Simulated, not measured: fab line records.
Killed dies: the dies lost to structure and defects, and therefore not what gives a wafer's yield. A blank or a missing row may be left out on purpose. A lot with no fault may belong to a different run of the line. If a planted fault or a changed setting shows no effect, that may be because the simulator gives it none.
What tool caused it? :: flow berkeleyCmos170 :: Sampling: 14 lots, 42 wafers, 4 of 331 route steps

## WHAT THE GAUGES READ, wafer by wafer
UCB170_V1_CD_MEAS_90 targets a cd of 700 nm. Usual: cdNm at 700.5 nm, with a standard deviation of 1.5.
lot: L507
measured: day 6 22:45
on: cdSem-02
cdNm (nm): 700.6 700.1 700.2
flag: 

lot: L508
measured: day 7 09:37
on: cdSem-01
cdNm (nm): 703.0 701.2 702.0
flag: 

lot: L509
measured: day 7 12:15
on: cdSem-02
cdNm (nm): 699.2 700.1 701.1
flag: 

lot: L510
measured: day 8 00:14
on: cdSem-01
cdNm (nm): 700.4 700.6 700.6
flag: 

lot: L511
measured: day 8 00:31
on: cdSem-02
cdNm (nm): 701.0 700.5 699.9
flag: 

lot: L515
measured: day 8 17:10
on: cdSem-01
cdNm (nm): 703.0 702.8 703.8
flag: 

lot: L517
measured: day 9 21:22
on: cdSem-02
cdNm (nm): 699.9 699.8 699.3
flag: 

lot: L521
measured: day 10 11:01
on: cdSem-01
cdNm (nm): 699.8 698.7 698.7
flag: 

lot: L525
measured: day 11 14:44
on: cdSem-01
cdNm (nm): 702.4 702.0 702.0
flag: 

lot: L526
measured: day 11 17:03
on: cdSem-02
cdNm (nm): 702.1 702.2 703.0
flag: 

lot: L527
measured: day 11 17:10
on: cdSem-02
cdNm (nm): 700.4 701.1 700.7
flag: 

lot: L528
measured: day 11 17:20
on: cdSem-01
cdNm (nm): 701.5 699.6 700.6
flag: 

lot: L530
measured: day 12 09:09
on: cdSem-02
cdNm (nm): 701.3 702.9 701.4
flag: 

lot: L529
measured: day 12 09:15
on: cdSem-01
cdNm (nm): 700.4 698.2 699.4
flag: 

UCB170_M3_CD_MEAS_15 targets a cd of 700 nm. Usual: cdNm at 699.5 nm, with a standard deviation of 1.6.
lot: L507
measured: day 7 08:10
on: cdSem-01
cdNm (nm): 699.6 700.0 698.4
flag: 

lot: L508
measured: day 7 18:28
on: cdSem-01
cdNm (nm): 701.2 700.9 700.9
flag: 

lot: L509
measured: day 7 19:50
on: cdSem-01
cdNm (nm): 697.4 696.2 696.8
flag: 

lot: L510
measured: day 8 07:40
on: cdSem-01
cdNm (nm): 698.7 698.9 698.9
flag: 

lot: L511
measured: day 8 08:15
on: cdSem-02
cdNm (nm): 700.5 699.6 699.6
flag: 

lot: L515
measured: day 9 03:52
on: cdSem-02
cdNm (nm): 699.3 700.3 700.8
flag: 

lot: L517
measured: day 10 05:08
on: cdSem-02
cdNm (nm): 697.6 696.9 697.2
flag: 

lot: L521
measured: day 10 19:23
on: cdSem-01
cdNm (nm): 702.2 701.2 701.6
flag: 

lot: L525
measured: day 11 22:58
on: cdSem-02
cdNm (nm): 701.3 699.8 700.3
flag: 

lot: L526
measured: day 12 02:33
on: cdSem-02
cdNm (nm): 697.2 697.6 696.3
flag: 

lot: L527
measured: day 12 02:57
on: cdSem-01
cdNm (nm): 701.3 701.3 699.6
flag: 

lot: L528
measured: day 12 03:01
on: cdSem-02
cdNm (nm): 699.4 699.0 700.3
flag: 

lot: L530
measured: day 12 17:55
on: cdSem-02
cdNm (nm): 698.2 699.7 698.9
flag: 

lot: L529
measured: day 12 18:25
on: cdSem-02
cdNm (nm): 697.9 697.9 696.9
flag: 

## WHICH TOOL RAN EACH LOT (tool, then ch and the chambers of the sampled wafers, then the start)
lot: L507
UCB170_M2_STRIP_07: plasmaAsher-04 ch 0,1, day 7 00:19
UCB170_V2_ETCH_14: rieDiel-01 ch 1,3, day 7 05:32

lot: L508
UCB170_M2_STRIP_07: plasmaAsher-03 ch 0,1, day 7 10:31
UCB170_V2_ETCH_14: rieDiel-02 ch 0,1,3, day 7 15:56

lot: L509
UCB170_M2_STRIP_07: plasmaAsher-02 ch 0, day 7 13:10
UCB170_V2_ETCH_14: rieDiel-01 ch 0,1,2, day 7 17:07

lot: L510
UCB170_M2_STRIP_07: plasmaAsher-03 ch 0,1, day 8 01:08
UCB170_V2_ETCH_14: rieDiel-02 ch 1,2,3, day 8 05:09

lot: L511
UCB170_M2_STRIP_07: plasmaAsher-04 ch 0,1, day 8 01:26
UCB170_V2_ETCH_14: rieDiel-04 ch 0,1,3, day 8 05:28

lot: L515
UCB170_M2_STRIP_07: plasmaAsher-03 ch 0,1, day 8 18:17
UCB170_V2_ETCH_14: rieDiel-01 ch 0,1,2, day 9 01:32

lot: L517
UCB170_M2_STRIP_07: plasmaAsher-04 ch 0, day 9 22:14
UCB170_V2_ETCH_14: rieDiel-01 ch 0,1, day 10 02:03

lot: L521
UCB170_M2_STRIP_07: plasmaAsher-03 ch 0,1, day 10 12:16
UCB170_V2_ETCH_14: rieDiel-02 ch 0,2,3, day 10 15:50

lot: L525
UCB170_M2_STRIP_07: plasmaAsher-03 ch 0,1, day 11 15:37
UCB170_V2_ETCH_14: rieDiel-04 ch 1,2,3, day 11 19:32

lot: L526
UCB170_M2_STRIP_07: plasmaAsher-04 ch 0, day 11 17:56
UCB170_V2_ETCH_14: rieDiel-04 ch 1,2, day 11 22:47

lot: L527
UCB170_M2_STRIP_07: plasmaAsher-02 ch 0,1, day 11 18:03
UCB170_V2_ETCH_14: rieDiel-02 ch 0,2,3, day 11 22:54

lot: L528
UCB170_M2_STRIP_07: plasmaAsher-03 ch 0,1, day 11 18:23
UCB170_V2_ETCH_14: rieDiel-04 ch 0,1,2, day 11 23:08

lot: L530
UCB170_M2_STRIP_07: plasmaAsher-02 ch 0,1, day 12 10:08
UCB170_V2_ETCH_14: rieDiel-04 ch 0,1,2, day 12 15:23

lot: L529
UCB170_M2_STRIP_07: plasmaAsher-03 ch 0,1, day 12 10:12
UCB170_V2_ETCH_14: rieDiel-02 ch 1,2,3, day 12 15:39
- UCB170_M2_STRIP_07: strips in O2.
- UCB170_V2_ETCH_14: etches SiO2 in CHF3/CF4/Ar, stops on Al, target depth 1250 nm, time 298.2 s.

## WHAT THE TOOLS THEMSELVES READ (means of the sampled wafers that have a number; where no wafer has one, the mark that the record gives instead)
UCB170_M2_STRIP_07. Usual: drypumpMotorCurrentA 6.0 A, standard deviation 0.64; oesProductAu 0.734 a.u., standard deviation 0.0044; stripTimeToEndpointS 21.99 s, standard deviation 0.089.
lot: L507
tool: plasmaAsher-04
drypumpMotorCurrentA (A): 5.1
oesProductAu (a.u.): 0.738
stripTimeToEndpointS (s): 21.94
flag: 

lot: L508
tool: plasmaAsher-03
drypumpMotorCurrentA (A): 6.6
oesProductAu (a.u.): 0.732
stripTimeToEndpointS (s): 21.94
flag: 

lot: L509
tool: plasmaAsher-02
drypumpMotorCurrentA (A): 5.9
oesProductAu (a.u.): 0.735
stripTimeToEndpointS (s): 21.83
flag: 

lot: L510
tool: plasmaAsher-03
drypumpMotorCurrentA (A): 6.4
oesProductAu (a.u.): 0.731
stripTimeToEndpointS (s): 22.06
flag: 

lot: L511
tool: plasmaAsher-04
drypumpMotorCurrentA (A): 5.0
oesProductAu (a.u.): 0.731
stripTimeToEndpointS (s): 21.91
flag: 

lot: L515
tool: plasmaAsher-03
drypumpMotorCurrentA (A): 6.6
oesProductAu (a.u.): 0.733
stripTimeToEndpointS (s): 22.13
flag: 

lot: L517
tool: plasmaAsher-04
drypumpMotorCurrentA (A): 5.2
oesProductAu (a.u.): 0.740
stripTimeToEndpointS (s): 21.97
flag: 

lot: L521
tool: plasmaAsher-03
drypumpMotorCurrentA (A): 6.5
oesProductAu (a.u.): 0.734
stripTimeToEndpointS (s): 21.90
flag: 

lot: L525
tool: plasmaAsher-03
drypumpMotorCurrentA (A): 6.4
oesProductAu (a.u.): 0.733
stripTimeToEndpointS (s): 21.99
flag: 

lot: L526
tool: plasmaAsher-04
drypumpMotorCurrentA (A): 5.2
oesProductAu (a.u.): 0.736
stripTimeToEndpointS (s): 21.91
flag: 

lot: L527
tool: plasmaAsher-02
drypumpMotorCurrentA (A): 6.0
oesProductAu (a.u.): 0.736
stripTimeToEndpointS (s): 22.09
flag: 

lot: L528
tool: plasmaAsher-03
drypumpMotorCurrentA (A): 6.5
oesProductAu (a.u.): 0.735
stripTimeToEndpointS (s): 21.94
flag: 

lot: L530
tool: plasmaAsher-02
drypumpMotorCurrentA (A): 6.0
oesProductAu (a.u.): 0.735
stripTimeToEndpointS (s): 22.09
flag: 

lot: L529
tool: plasmaAsher-03
drypumpMotorCurrentA (A): 6.6
oesProductAu (a.u.): 0.732
stripTimeToEndpointS (s): 21.95
flag: 

UCB170_V2_ETCH_14. Usual: drypumpMotorCurrentA 5.8 A, standard deviation 0.37; oesProductAu 0.874 a.u., standard deviation 0.011; throttleValvePct 6.98 %, standard deviation 0.15.
lot: L507
tool: rieDiel-01
drypumpMotorCurrentA (A): 6.1
oesProductAu (a.u.): 0.867
throttleValvePct (%): 7.07
flag: 

lot: L508
tool: rieDiel-02
drypumpMotorCurrentA (A): 5.7
oesProductAu (a.u.): 0.874
throttleValvePct (%): 6.96
flag: 

lot: L509
tool: rieDiel-01
drypumpMotorCurrentA (A): 5.8
oesProductAu (a.u.): 0.869
throttleValvePct (%): 6.97
flag: 

lot: L510
tool: rieDiel-02
drypumpMotorCurrentA (A): 6.0
oesProductAu (a.u.): 0.880
throttleValvePct (%): 6.81
flag: 

lot: L511
tool: rieDiel-04
drypumpMotorCurrentA (A): 5.6
oesProductAu (a.u.): 0.879
throttleValvePct (%): 7.03
flag: 

lot: L515
tool: rieDiel-01
drypumpMotorCurrentA (A): 5.8
oesProductAu (a.u.): 0.869
throttleValvePct (%): 6.96
flag: 

lot: L517
tool: rieDiel-01
drypumpMotorCurrentA (A): 5.9
oesProductAu (a.u.): 0.873
throttleValvePct (%): 7.06
flag: 

lot: L521
tool: rieDiel-02
drypumpMotorCurrentA (A): 5.7
oesProductAu (a.u.): 0.883
throttleValvePct (%): 6.89
flag: 

lot: L525
tool: rieDiel-04
drypumpMotorCurrentA (A): 5.7
oesProductAu (a.u.): 0.880
throttleValvePct (%): 7.03
flag: 

lot: L526
tool: rieDiel-04
drypumpMotorCurrentA (A): 5.9
oesProductAu (a.u.): 0.873
throttleValvePct (%): 7.06
flag: 

lot: L527
tool: rieDiel-02
drypumpMotorCurrentA (A): 5.7
oesProductAu (a.u.): 0.878
throttleValvePct (%): 6.91
flag: 

lot: L528
tool: rieDiel-04
drypumpMotorCurrentA (A): 5.8
oesProductAu (a.u.): 0.874
throttleValvePct (%): 7.05
flag: 

lot: L530
tool: rieDiel-04
drypumpMotorCurrentA (A): 5.9
oesProductAu (a.u.): 0.867
throttleValvePct (%): 7.07
flag: 

lot: L529
tool: rieDiel-02
drypumpMotorCurrentA (A): 6.0
oesProductAu (a.u.): 0.874
throttleValvePct (%): 6.81
flag: 

## THE ANSWER, worked out from the rows above alone
Rule: take the mean of a lot's wafers that have a number; if it is more than 3 standard deviations from the usual mean, the lot is off. Also off: a lot with no number at a reading for which 4 or more lots have one. Where the step has rows for the other lots, those lots are counted as sound. First the gauges in route order, then the tools' own readings, where a lot's mean is used as printed above. The first step at which some lot is off is used, and at that step the reading that is off furthest; a lot without a number counts as furthest.
No lot is off at any reading shown: from this, nothing can be told.

## WHAT HAD BEEN PUT IN BY THE SIMULATOR
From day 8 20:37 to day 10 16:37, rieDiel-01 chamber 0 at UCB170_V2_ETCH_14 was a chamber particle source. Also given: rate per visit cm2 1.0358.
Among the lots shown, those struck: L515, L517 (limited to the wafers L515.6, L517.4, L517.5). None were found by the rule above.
